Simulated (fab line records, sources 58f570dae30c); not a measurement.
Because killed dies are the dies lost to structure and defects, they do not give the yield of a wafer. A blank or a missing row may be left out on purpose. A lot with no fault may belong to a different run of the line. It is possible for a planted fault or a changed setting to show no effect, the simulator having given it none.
The tool behind it: which one?    flow berkeley-cmos170    6 lots with 18 wafers sampled at 2 steps, on a route of 331 steps

WHAT EACH GAUGE READ, for each wafer
UCB170_PWELL_TW_MEAS_17.
lot   measured     on             PWELL_TW
L381  day 3 14:45  film-metro-04  377.4 376.4 376.0
L387  day 5 09:55  film-metro-03  52.1 53.0 49.6
L392  day 5 22:46  film-metro-04  374.8 374.1 376.8
L390  day 5 23:27  film-metro-01  56.2 51.3 52.6
L397  day 6 22:35  film-metro-01  375.8 376.9 378.3
L400  day 7 16:05  film-metro-01  373.0 375.1 374.6

EACH LOT AND THE TOOL THAT RAN IT (in order: tool; ch and the chambers of the sampled wafers; start)
lot   UCB170_PWELL_DEVELOP_12
L381  litho-track-01 ch 0, day 3 14:00
L387  litho-track-03 ch 0, day 5 09:00
L392  litho-track-01 ch 0, day 5 22:00
L390  litho-track-03 ch 0, day 5 22:00
L397  litho-track-02 ch 0, day 6 22:00
L400  litho-track-02 ch 0, day 7 15:00
- UCB170_PWELL_DEVELOP_12: develop time 45 s.

THE ANSWER, worked out from the rows above alone
Rule: usual is defined by the lots themselves. Put in order of their means at a reading, lots are off if they are a third of the lots or fewer, leave a main group of 4 or more, and stand apart from it by a gap of 3 or more times the standard deviation of the main group's means; of several such gaps the widest counts. Not used: any main group whose means are identical at the precision the tables above print for the reading. Also off: a lot with no number at a reading for which 4 or more lots have one. Where the step has rows for the other lots, those lots are counted as sound.
Off: L387, L390, seen at UCB170_PWELL_TW_MEAS_17 (PWELL_TW). The main group: mean 375.8, standard deviation 1.1.
If a tool, at a process step before that reading, ran all the lots that are off and no sound lot after the first of them, it fits. The gauges at UCB170_PWELL_TW_MEAS_17 are tried like those tools. One fits: litho-track-03 at UCB170_PWELL_DEVELOP_12. It ran no sound lot before its first lot that is off in this sample, so the start can't be narrowed down.

WHAT THE SIMULATOR HAD PUT IN
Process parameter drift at UCB170_PWELL_DEVELOP_12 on litho-track-03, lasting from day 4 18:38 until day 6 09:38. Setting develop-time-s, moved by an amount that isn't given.
Lots struck among those shown: L387, L390. Same finding as the rule above.
